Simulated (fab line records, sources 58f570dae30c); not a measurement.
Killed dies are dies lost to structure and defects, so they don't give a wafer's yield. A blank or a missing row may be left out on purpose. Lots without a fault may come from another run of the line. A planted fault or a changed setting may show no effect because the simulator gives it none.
One fault seen from 2 desks | flow berkeley_cmos170 | each desk has only its own numbers; what lay behind them comes last

THE TOOL OWNER'S DESK: implanter-02
The tool's own readings at UCB170_NWELL_IMPLANT_14: means of the sampled wafers that have a number, for each lot that ran on this tool. A lot is out of limits, marked OUT, if its mean lies more than 4 standard deviations from the usual mean; the brackets give that distance.
Columns: A = beam_energy_keV at UCB170_NWELL_IMPLANT_14, usual 150.00
lot  | first seen here | A
L950 | day 2 16:34     | 150.07
L959 | day 4 13:35     | 143.51 (-99 or more) OUT
L960 | day 4 13:49     | 143.53 (-99 or more) OUT
L962 | day 4 23:59     | 143.50 (-99 or more) OUT
This desk's finding: out of limits on L959, L960, L962; first on L959, day 4 13:35 (beam_energy_keV at UCB170_NWELL_IMPLANT_14). In limits: L950.

THE METROLOGY DESK
What the gauges read, lot by lot, whatever tool the lot ran on: means of the sampled wafers that have a number. A lot is out of limits, marked OUT, if its mean lies more than 4 standard deviations from the usual mean; the brackets give that distance.
Columns: A = NWELL_OXIDE_THK at UCB170_NWELL_THK_MEAS_02, usual 26.3 nm; B = NWELL_NITRIDE_THK at UCB170_NWELL_THK_MEAS_05, usual 224.3 nm; C = NWELL_OVL at UCB170_NWELL_OVL_MEAS_12, usual -5 nm
lot  | first seen here | A    | B     | C
L950 | day 2 07:49     | 25.8 | 223.1 | -8
L953 | day 2 19:33     | 25.9 | 224.6 | -5
L959 | day 4 05:42     | 25.9 | 224.6 | -10
L960 | day 4 07:53     | 26.4 | 223.7 | -7
L961 | day 4 07:53     | 27.1 | 223.2 | 1
L962 | day 4 13:29     | 25.9 | 224.9 | -1
L963 | day 4 13:30     | 26.3 | 223.3 | -3
This desk's finding: nothing out of limits on any of the 7 lots.

PUT TOGETHER
The tool owner's desk could have raised an alarm at day 4 13:35, on L959, L960, L962.
The metrology desk saw nothing out of limits.
The metrology desk has L959, L960, L962 on record, within its limits.
Of the lots named, all ran UCB170_NWELL_IMPLANT_14 on implanter-02.

WHAT THE SIMULATOR HAD PUT IN
Process parameter drift: implanter-02, from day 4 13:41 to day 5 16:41, at UCB170_NWELL_IMPLANT_14. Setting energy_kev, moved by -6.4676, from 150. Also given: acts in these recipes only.
Lots struck among those shown: L959, L960, L962.
